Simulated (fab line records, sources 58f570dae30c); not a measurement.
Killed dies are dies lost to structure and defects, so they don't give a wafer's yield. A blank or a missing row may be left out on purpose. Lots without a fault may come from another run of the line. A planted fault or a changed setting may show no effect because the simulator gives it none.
fab line records | flow berkeley_cmos170
record lots=7 wafers=21 last_day=11
route steps=331 shown FIELD@95 SACOX@97 SCREENOX@100 NVT@104
lots that met no fault: from a run of the same line without faults
start_h: hours from the record's first day to the start of the lot's first wafer shown | wait_h: hours since the lot's step before | " the same as in the row above | L1.1+2: a row that stands for several wafers | - no value, or no start given | * or withheld: withheld | < > ~ a bound
route shown NAME@n: a module of which the file shows steps, and the number in the route of the first | usual: mean/standard deviation of fault-free wafers | same: alike in all rows | chamber/n: place in a boat | sites: the reading at each site | _std_site: their standard deviation | _edge_site: outer sites' mean less inner sites' | radius_mm: how far each site lies from the wafer's centre | mask NAME#n: copy n | behind: the tool/chamber that last shaped the wafer | hold: why the lot was held/for how many hours/how that ended | device: the transistor (n, p or np) that didn't switch | end of line: the same wafers' tests at the end of the route | a step without rows: its recipe alone | killed: dies lost to structure and defects at the first sort, not the wafer's yield | map: a wafer's dies, x killed, . not, _ none there
set.NAME: the setting as run; set.NAME@STEP: as run at that earlier step | model.NAME: the simulator's own value behind a step, which no gauge read
lots at some steps of the route; a table a step, a row a wafer
services: from which hour (start_h, from the record's first day; less than 0 if before it) a tool's chamber was out of use, for how many hours, and why
## steps
# step UCB170_FIELD_WET_ETCH_06
# recipe chemistry=BOE dilution=5:1 target=SiO2 temp_c=25 time_s=22
# step UCB170_FIELD_THK_MEAS_90
# recipe reads=SiO2_of_FIELD_OXIDATION_01
# usual FIELD_OXIDE_LEFT_1_THK=437/12
# columns lot.wafer tool chamber start_h wait_h FIELD_OXIDE_LEFT_1_THK[nm]
L324.2 film_metro-03 - 134.84 0.0 423
L324.5 " - " " 425
L324.6 " - " " 430
L332.1 film_metro-01 - 177.46 0.0 438
L332.2 " - " " 436
L332.3 " - " " 434
L333.3 film_metro-04 - 177.48 0.0 442
L333.4 " - " " 454
L333.5 " - " " 453
L334.1 film_metro-01 - 186.76 0.0 432
L334.2 " - " " 438
L334.5 " - " " 440
L339.2 film_metro-03 - 194.73 0.0 456
L339.5 " - " " 448
L339.6 " - " " 451
L336.4 film_metro-04 - 194.79 0.1 436
L336.5 " - " " 442
L336.6 " - " " 438
L337.2 film_metro-03 - 194.79 0.1 424
L337.3 " - " " 419
L337.4 " - " " 432
# step UCB170_SACOX_CLEAN_00
# recipe chemistry=dHF dilution=25:1 time_s=7.5
# step UCB170_SACOX_OXIDATION_01
# recipe temp_c=900 ambient=O2 target_thk_a=144 ox_time_s=2514
# step UCB170_SACOX_THK_MEAS_02
# recipe reads=SiO2_of_SACOX_OXIDATION_01
# usual SACOX_OXIDE_THK=14.68/0.28
# columns lot.wafer tool chamber start_h wait_h SACOX_OXIDE_THK[nm]
L324.2 film_metro-04 - 139.11 0.0 14.89
L324.5 " - " " 14.71
L324.6 " - " " 14.86
L332.1 film_metro-01 - 181.56 0.0 14.61
L332.2 " - " " 14.81
L332.3 " - " " 14.86
L333.3 film_metro-02 - 181.58 0.0 15.03
L333.4 " - " " 14.62
L333.5 " - " " 15.13
L334.1 film_metro-04 - 191.66 0.0 14.39
L334.2 " - " " 14.67
L334.5 " - " " 14.59
L337.2 film_metro-04 - 198.53 0.0 14.62
L337.3 " - " " 14.55
L337.4 " - " " 14.73
L339.2 film_metro-01 - 198.53 0.0 15.05
L339.5 " - " " 14.82
L339.6 " - " " 14.99
L336.4 film_metro-02 - 198.55 0.0 14.58
L336.5 " - " " 14.59
L336.6 " - " " 14.61
# step UCB170_SCREENOX_WET_ETCH_00
# recipe chemistry=dHF dilution=25:1 target=SiO2 temp_c=25 time_s=200
# step UCB170_SCREENOX_OXIDATION_01
# recipe temp_c=900 ambient=O2 target_thk_a=144 ox_time_s=2400
# step UCB170_SCREENOX_THK_MEAS_02
# recipe reads=SiO2_of_SCREENOX_OXIDATION_01
# usual SCREENOX_OXIDE_THK=14.31/0.29
# columns lot.wafer tool chamber start_h wait_h SCREENOX_OXIDE_THK[nm]
L324.2 film_metro-02 - 142.16 0.0 14.54
L324.5 " - " " 14.51
L324.6 " - " " 14.48
L332.1 film_metro-01 - 186.17 0.0 14.63
L332.2 " - " " 14.87
L332.3 " - " " 14.97
L333.3 film_metro-03 - 186.19 0.0 14.25
L333.4 " - " " 14.39
L333.5 " - " " 14.32
L334.1 film_metro-02 - 196.85 0.0 14.19
L334.2 " - " " 14.47
L334.5 " - " " 14.19
L339.2 film_metro-01 - 201.45 0.0 14.16
L339.5 " - " " 14.26
L339.6 " - " " 14.30
L336.4 film_metro-02 - 201.47 0.0 14.09
L336.5 " - " " 14.16
L336.6 " - " " 14.42
L337.2 film_metro-01 - 201.51 0.1 14.24
L337.3 " - " " 14.34
L337.4 " - " " 14.21
# step UCB170_SCREENOX_ANNEAL_03
# recipe temp_c=900 time_s=900 ambient=N2
# step UCB170_NVT_HMDS_00
# recipe prime_time_s=60 prime_temp_c=100
# step UCB170_NVT_COAT_01
# recipe resist=KrF spin_rpm=1500 resist_thk_nm=900
# step UCB170_NVT_SOFTBAKE_02
# recipe resist=KrF temp_c=130 time_s=60
# step UCB170_NVT_EXPOSE_03
# recipe mask_id=PWELL target_cd_nm=3000 na=0.5 sigma_outer=0.6 source_shape=conventional dose_mj=30
# usual exposure_dose_mJ_cm2=29.995/0.028 focus_offset_nm=0.0/0.55
# columns lot.wafer tool chamber start_h wait_h mask exposure_dose_mJ_cm2 focus_offset_nm
L324.2 krf_scanner-02 0 146.79 0.1 PWELL#0 29.983 0.0
L324.5 " 0 " " PWELL#0 29.973 0.0
L324.6 " 0 " " PWELL#0 30.006 -0.4
L332.1 krf_scanner-01 - 190.56 0.1 PWELL#0 - -
L332.2 " - " " PWELL#0 - -
L332.3 " - " " PWELL#0 - -
L333.3 krf_scanner-02 - 191.17 0.2 PWELL#0 - -
L333.4 " - " " PWELL#0 - -
L333.5 " - " " PWELL#0 - -
L334.1 krf_scanner-01 - 200.22 0.1 PWELL#0 - -
L334.2 " - " " PWELL#0 - -
L334.5 " - " " PWELL#0 - -
L339.2 krf_scanner-01 0 208.12 0.2 PWELL#0 29.968 0.8
L339.5 " 0 " " PWELL#0 29.969 0.7
L339.6 " 0 " " PWELL#0 29.944 0.1
L337.2 krf_scanner-01 0 208.35 0.2 PWELL#0 29.960 -0.1
L337.3 " 0 " " PWELL#0 29.981 0.5
L337.4 " 0 " " PWELL#0 29.983 0.2
L336.4 krf_scanner-02 0 208.63 0.4 PWELL#0 29.938 -1.4
L336.5 " 0 " " PWELL#0 29.940 -0.9
L336.6 " 0 " " PWELL#0 29.976 -1.1
# step UCB170_NVT_PEB_04
# recipe peb_temp_c=130 peb_time_s=withheld resist=KrF
## services
# columns tool chamber start_h hours kind
krf_scanner-01 - 144.90 0.8 pm
krf_scanner-01 - 146.62 1.3 pm
krf_scanner-02 - 171.65 1.0 pm
## key
first_sign step=UCB170_NVT_EXPOSE_03 reading=tool_record direction=missing
effect none on later readings
met_at UCB170_NVT_EXPOSE_03
struck_wafers L332.1,L332.2,L332.3,L333.3,L333.4,L333.5,L334.1,L334.2,L334.5
sort_left_out L332.1,L332.2,L332.3,L333.3,L333.4,L333.5,L334.1,L334.2,L334.5
tester_left_out L332,L333,L334
onset_between 146.79 190.56
fault kind=skipped_step_whole tool=krf_scanner-01,krf_scanner-02 chamber=- onset_h=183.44 steps=UCB170_NVT_EXPOSE_03 scope=struck_lots_only
# tester_left_out: of these lots the tester's yield and bins aren't shown, on N5 and GAA mostly nor the transistor test; their killed dies are dies lost to structure and defects alone, not to doping, threshold or leakage, so they don't give the yield
# sort_left_out: the simulated sort isn't trusted on such a fault, so these wafers' sort isn't shown, and their yield isn't known
